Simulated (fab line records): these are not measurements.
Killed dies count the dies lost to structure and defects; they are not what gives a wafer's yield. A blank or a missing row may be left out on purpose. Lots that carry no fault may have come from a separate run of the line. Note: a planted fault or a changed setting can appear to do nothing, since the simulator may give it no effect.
fab line records	flow berkeley-cmos170
[record] lots = 12	wafers = 36	last-day = 12
route steps=331 shown ZERO@13 SPACER@173 PLDD@208 NLDD@209 CONTACT@218
lots untouched by any fault: they come from a run of this same line in which no faults occurred
start-h: hours from the record's first day to the start of the lot's first wafer shown	wait-h: hours elapsed since this lot's preceding step	" identical to the entry in the row above	L1.1+2: several wafers, shown together as one row	- either no value or no given start	* or withheld: withheld	< > ~ a bound
route shown NAME@n: a module of which the file shows steps, and the number in the route of the first	usual: mean/standard deviation taken from wafers without a fault	same: alike in all rows	chamber/n: place in a boat	sites: per-site readings	_std_site: standard deviation of those values	_edge_site: the outer-site mean with the inner-site mean subtracted	radius-mm: for every site, how far away it sits from the centre of the wafer	mask NAME#n: copy n	behind: the tool/chamber that last shaped the wafer	hold: the reason the lot was held/the length of the hold in hours/how it ended	device: names the non-switching transistor (n, p or np)	end of line: the same wafers' tests at the end of the route	a step without rows: its recipe alone	killed: dies that structure and defects cost at the first sort, which is not the same as the wafer's yield	map: a wafer's dies, x killed, . not, _ none there
set.NAME: the setting as run; set.NAME@STEP: as run at that earlier step	model.NAME: the simulator's own value behind a step, which no gauge read
the route's steps for a sample of lots (tables are steps, rows are wafers)
services: when a tool's chamber went out of use (start-h, in hours from the record's first day, below 0 if earlier), for how many hours, and the reason
[[steps]]
[step UCB170_ZERO_STRIP_07]
[recipe] chemistry = O2	power-w = 400	pressure-mtorr = 3500	platen-temp-c = withheld	o2-flow-sccm = 400	overash-fraction = 0.5
[usual] chamber-pressure-mTorr = 3500/3.1	drypump-motor-current-A = 5.6/0.35	oes-product-au = 0.728/0.004	strip-time-to-endpoint-s = 21.49/0.061
lot.wafer	tool	chamber	start-h	wait-h	chamber-pressure-mTorr	drypump-motor-current-A	oes-product-au	rf-hours-counter-h	strip-time-to-endpoint-s
L214.2	plasma-asher-02	1	22.62	0.0	3501	5.4	0.726	20	21.52
L214.5	"	0	"	"	3496	5.5	0.730	-	21.50
L214.6	"	1	"	"	3502	5.4	0.725	-	21.49
L215.3	plasma-asher-04	1	22.73	0.0	3499	5.1	0.728	-	21.48
L215.4	"	0	"	"	3504	6.0	0.733	-	21.32
L215.6	"	1	"	"	3498	5.1	0.731	-	21.36
L216.3	plasma-asher-04	0	31.16	0.0	3494	5.9	0.737	-	21.42
L216.4	"	1	"	"	3494	5.1	0.729	-	21.43
L216.6	"	1	"	"	3494	5.1	0.721	-	21.44
L217.1	plasma-asher-03	0	37.11	0.0	3495	5.4	0.728	30	21.46
L217.2	"	1	"	"	3503	6.1	0.725	30	21.46
L217.4	"	1	"	"	3502	6.1	0.728	-	21.48
L218.2	plasma-asher-03	1	46.06	0.0	3499	6.1	0.728	31	21.46
L218.4	"	1	"	"	3499	6.1	0.725	-	21.38
L218.5	"	1	"	"	3504	6.1	0.726	-	21.40
L219.1	plasma-asher-04	0	46.40	0.0	3495	6.0	0.722	32	21.53
L219.5	"	1	"	"	3501	5.1	0.731	-	21.47
L219.6	"	0	"	"	3501	6.0	0.730	-	21.46
L221.1	plasma-asher-04	1	55.58	0.0	3496	5.1	0.723	32	21.47
L221.2	"	0	"	"	3500	6.0	0.724	32	21.53
L221.6	"	1	"	"	3504	5.1	0.728	-	21.52
L220.1	plasma-asher-04	1	55.85	0.0	3503	5.1	0.729	33	21.39
L220.4	"	1	"	"	3496	5.1	0.727	-	21.48
L220.5	"	0	"	"	3503	6.0	0.723	-	21.43
L222.2	plasma-asher-02	1	61.21	0.0	3502	5.4	0.726	25	21.37
L222.3	"	0	"	"	3501	5.5	0.722	-	21.45
L222.6	"	1	"	"	3496	5.5	0.728	-	21.43
L223.2	plasma-asher-02	1	66.46	0.0	3499	5.4	0.727	25	21.55
L223.3	"	0	"	"	3501	5.5	0.728	-	21.55
L223.6	"	1	"	"	3495	5.4	0.730	-	21.57
L234.1	plasma-asher-02	0	123.67	0.0	3507	5.6	0.730	31	21.51
L234.3	"	1	"	"	3504	5.4	0.728	-	21.54
L234.4	"	0	"	"	3498	5.5	0.721	-	21.53
L235.3	plasma-asher-04	0	123.90	0.0	3502	6.0	0.730	-	21.62
L235.4	"	1	"	"	3501	5.1	0.730	-	21.51
L235.6	"	1	"	"	3501	5.1	0.729	-	21.62
[step UCB170_SPACER_ANNEAL_02]
[recipe] temp-c = 900	time-s = 1800	ambient = N2
[usual] spike-tc-centre-C = 902.0/1.1	spike-tc-load-C = 923.0/1.3	spike-tc-source-C = 925/3.6	tube-center-temp-C = 899.99/0.079	tube_center_temp_C_max = 902.3/0.37
[same] time-s = 1800
lot.wafer	tool	chamber	start-h	wait-h	spike-tc-centre-C	spike-tc-load-C	spike-tc-source-C	tube-center-temp-C	tube_center_temp_C_max
L214.2	furnace-04	0	155.26	1.8	904.0	918.7	924	900.07	902.7
L214.5	"	0	"	"	902.2	919.9	925	899.97	901.9
L214.6	"	0	"	"	902.1	922.3	924	900.07	902.2
L215.3	furnace-04	0	155.26	2.4	902.0	922.9	925	899.9	901.9
L215.4	"	0	"	"	902.0	923.1	926	899.97	902.0
L215.6	"	0	"	"	902.4	920.8	924	899.98	902.0
L216.3	furnace-01	0	170.08	4.5	901.8	921.3	929	899.94	902.2
L216.4	"	0	"	"	901.8	923.1	929	899.91	902.3
L216.6	"	0	"	"	903.9	923.6	929	900.06	903.2
L217.1	furnace-04	0	181.48	4.8	902.8	921.5	925	899.96	902.1
L217.2	"	0	"	"	899.4	919.9	924	900.03	902.8
L217.4	"	0	"	"	903.2	922.1	925	899.98	903.3
L218.2	furnace-04	0	181.48	4.1	903.3	921.0	925	900.01	902.1
L218.4	"	0	"	"	902.8	924.0	926	900.06	902.3
L218.5	"	0	"	"	902.5	922.6	925	900.03	902.4
L219.1	furnace-04	0	181.48	4.4	903.4	922.7	926	900.1	902.4
L219.5	"	0	"	"	900.7	922.4	925	899.93	902.3
L219.6	"	0	"	"	903.6	920.2	924	899.87	901.8
L220.1	furnace-01	0	195.53	4.5	901.2	923.9	927	899.97	901.7
L220.4	"	0	"	"	901.7	922.2	928	899.99	902.1
L220.5	"	0	"	"	901.6	923.7	928	900.19	902.4
L221.1	furnace-01	0	195.53	4.3	901.3	923.4	927	900.05	902.9
L221.2	"	0	"	"	901.5	924.0	927	900.02	902.7
L221.6	"	0	"	"	903.2	924.4	928	899.96	902.3
L222.2	furnace-01	0	204.38	5.0	864.9	886.0	891	862.67	865.0
L222.3	"	0	"	"	864.3	887.2	890	862.57	865.5
L222.6	"	0	"	"	863.9	886.2	893	862.81	865.3
L223.2	furnace-01	0	204.38	5.2	863.4	886.8	890	862.62	864.8
L223.3	"	0	"	"	863.7	885.7	891	862.73	864.5
L223.6	"	0	"	"	864.0	886.1	891	862.61	864.9
L234.1	furnace-04	0	264.43	5.3	902.1	921.3	927	899.96	901.8
L234.3	"	0	"	"	900.8	923.0	924	899.99	902.4
L234.4	"	0	"	"	900.0	920.3	927	899.96	901.9
L235.3	furnace-04	0	264.43	5.4	901.4	922.0	926	900.04	902.4
L235.4	"	0	"	"	901.9	920.3	926	899.89	902.8
L235.6	"	0	"	"	903.2	922.9	924	899.88	902.3
[step UCB170_SDANNEAL_RS_MEAS_04]
[recipe] thk-meas-gauge = four-point-probe
[usual] PLDD_RS = 1033/3.3
lot.wafer	tool	chamber	start-h	wait-h	PLDD_RS[ohm/sq]
L215.3	film-metro-04	-	165.94	0.1	1036
L215.4	"	-	"	"	1036
L215.6	"	-	"	"	1039
L214.2	film-metro-04	-	166.52	0.1	1033
L214.5	"	-	"	"	1035
L214.6	"	-	"	"	1035
L216.3	film-metro-01	-	176.89	0.1	1032
L216.4	"	-	"	"	1032
L216.6	"	-	"	"	1034
L217.1	film-metro-04	-	188.81	0.1	1030
L217.2	"	-	"	"	1031
L217.4	"	-	"	"	1032
L219.1	film-metro-01	-	189.02	0.1	1031
L219.5	"	-	"	"	1029
L219.6	"	-	"	"	1033
L218.2	film-metro-03	-	189.04	0.1	1030
L218.4	"	-	"	"	1030
L218.5	"	-	"	"	1032
L220.1	film-metro-03	-	202.93	0.1	1030
L220.4	"	-	"	"	1030
L220.5	"	-	"	"	1028
L221.1	film-metro-04	-	203.10	0.1	1035
L221.2	"	-	"	"	1036
L221.6	"	-	"	"	1035
L223.2	film-metro-04	-	210.94	0.1	1207
L223.3	"	-	"	"	1203
L223.6	"	-	"	"	1202
L222.2	film-metro-01	-	211.07	0.1	1199
L222.3	"	-	"	"	1198
L222.6	"	-	"	"	1196
L235.3	film-metro-04	-	270.47	0.1	1034
L235.4	"	-	"	"	1037
L235.6	"	-	"	"	1040
L234.1	film-metro-03	-	270.57	0.1	1030
L234.3	"	-	"	"	1032
L234.4	"	-	"	"	1032
[step UCB170_SDANNEAL_RS_MEAS_05]
[recipe] thk-meas-gauge = four-point-probe
[usual] NLDD_RS = 617.0/1.8
lot.wafer	tool	chamber	start-h	wait-h	NLDD_RS[ohm/sq]
L215.3	film-metro-04	-	166.06	0.1	618.1
L215.4	"	-	"	"	617.9
L215.6	"	-	"	"	617.6
L214.2	film-metro-04	-	166.64	0.1	617.6
L214.5	"	-	"	"	616.2
L214.6	"	-	"	"	617.2
L216.3	film-metro-01	-	177.01	0.1	616.7
L216.4	"	-	"	"	614.9
L216.6	"	-	"	"	617.1
L217.1	film-metro-04	-	188.93	0.1	618.1
L217.2	"	-	"	"	617.1
L217.4	"	-	"	"	616.7
L219.1	film-metro-01	-	189.14	0.1	613.7
L219.5	"	-	"	"	613.7
L219.6	"	-	"	"	612.7
L218.2	film-metro-03	-	189.16	0.1	616.8
L218.4	"	-	"	"	617.8
L218.5	"	-	"	"	617.5
L220.1	film-metro-03	-	203.05	0.1	616.8
L220.4	"	-	"	"	616.2
L220.5	"	-	"	"	615.9
L221.1	film-metro-04	-	203.22	0.1	618.4
L221.2	"	-	"	"	618.5
L221.6	"	-	"	"	619.1
L223.2	film-metro-04	-	211.06	0.1	618.0
L223.3	"	-	"	"	618.9
L223.6	"	-	"	"	619.1
L222.2	film-metro-01	-	211.19	0.1	621.7
L222.3	"	-	"	"	619.2
L222.6	"	-	"	"	617.5
L235.3	film-metro-04	-	270.59	0.1	617.8
L235.4	"	-	"	"	617.9
L235.6	"	-	"	"	618.5
L234.1	film-metro-03	-	270.69	0.1	617.0
L234.3	"	-	"	"	615.0
L234.4	"	-	"	"	618.9
[step UCB170_CONTACT_THK_MEAS_02]
[recipe] reads = PSG_of_CONTACT_CVD_01
[usual] CONTACT_PSG_THK = 700/6
lot.wafer	tool	chamber	start-h	wait-h	CONTACT_PSG_THK[nm]
L214.2	film-metro-02	-	169.44	0.0	697
L214.5	"	-	"	"	700
L214.6	"	-	"	"	700
L215.3	film-metro-04	-	169.45	0.0	710
L215.4	"	-	"	"	707
L215.6	"	-	"	"	706
L216.3	film-metro-02	-	179.84	0.0	694
L216.4	"	-	"	"	695
L216.6	"	-	"	"	690
L217.1	film-metro-02	-	191.52	0.0	695
L217.2	"	-	"	"	690
L217.4	"	-	"	"	695
L219.1	film-metro-04	-	191.76	0.0	695
L219.5	"	-	"	"	695
L219.6	"	-	"	"	685
L218.2	film-metro-02	-	191.77	0.0	697
L218.4	"	-	"	"	696
L218.5	"	-	"	"	694
L221.1	film-metro-01	-	205.69	0.0	704
L221.2	"	-	"	"	700
L221.6	"	-	"	"	711
L220.1	film-metro-01	-	206.40	0.0	705
L220.4	"	-	"	"	707
L220.5	"	-	"	"	700
L223.2	film-metro-01	-	213.50	0.0	701
L223.3	"	-	"	"	703
L223.6	"	-	"	"	699
L222.2	film-metro-01	-	214.58	0.0	695
L222.3	"	-	"	"	702
L222.6	"	-	"	"	703
L235.3	film-metro-02	-	273.05	0.0	699
L235.4	"	-	"	"	695
L235.6	"	-	"	"	696
L234.1	film-metro-02	-	276.67	0.0	701
L234.3	"	-	"	"	705
L234.4	"	-	"	"	699
[[services]]
tool	chamber	start-h	hours	kind
furnace-04	-	1.79	3.7	pm
plasma-asher-04	-	5.01	2.8	pm
plasma-asher-02	-	7.94	10.5	repair
furnace-01	-	31.82	4.2	pm
furnace-04	-	40.55	3.3	pm
furnace-01	-	43.39	5.2	pm
plasma-asher-03	-	53.44	3.5	repair
furnace-01	-	88.48	3.3	pm
plasma-asher-03	-	104.32	2.4	repair
furnace-04	-	146.03	2.4	repair
plasma-asher-02	-	185.16	1.3	repair
furnace-04	-	209.10	4.6	pm
plasma-asher-03	-	227.57	1.5	repair
furnace-01	-	256.94	3.3	pm
[[key]]
[first-sign] step = UCB170_SPACER_ANNEAL_02	reading = tube-center-temp-C	direction = down	sigmas = 99+	usual = *	struck = *
[effect] step = UCB170_SPACER_ANNEAL_02	reading = tube_center_temp_C_max	direction = down	sigmas = 99+	usual = *	struck = *
[effect] step = UCB170_SDANNEAL_RS_MEAS_04	reading = PLDD_RS	direction = up	sigmas = 51	usual = 1033	struck = 1201
met-at UCB170_SPACER_ANNEAL_02
struck-lots L222,L223
sort-left-out L223.2,L223.3,L223.6
tester-left-out L222,L223
not-acting-at UCB170_ZERO_STRIP_07,UCB170_SDANNEAL_RS_MEAS_05,UCB170_CONTACT_THK_MEAS_02
onset-between 195.53 204.38
[fault] kind = process-parameter-drift	tool = furnace-01	chamber = -	onset-h = 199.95	steps = UCB170_SPACER_ANNEAL_02	channel = temp-c	offset = *	shape = step	end-h = 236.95	acts-in = *	stated = *
// tester-left-out: of these lots the tester's yield and bins aren't shown, on N5 and GAA mostly nor the transistor test; their killed dies are dies lost to structure and defects alone, not to doping, threshold or leakage, so they don't give the yield
// sort-left-out: the simulated sort isn't trusted on such a fault, so these wafers' sort isn't shown, and their yield isn't known
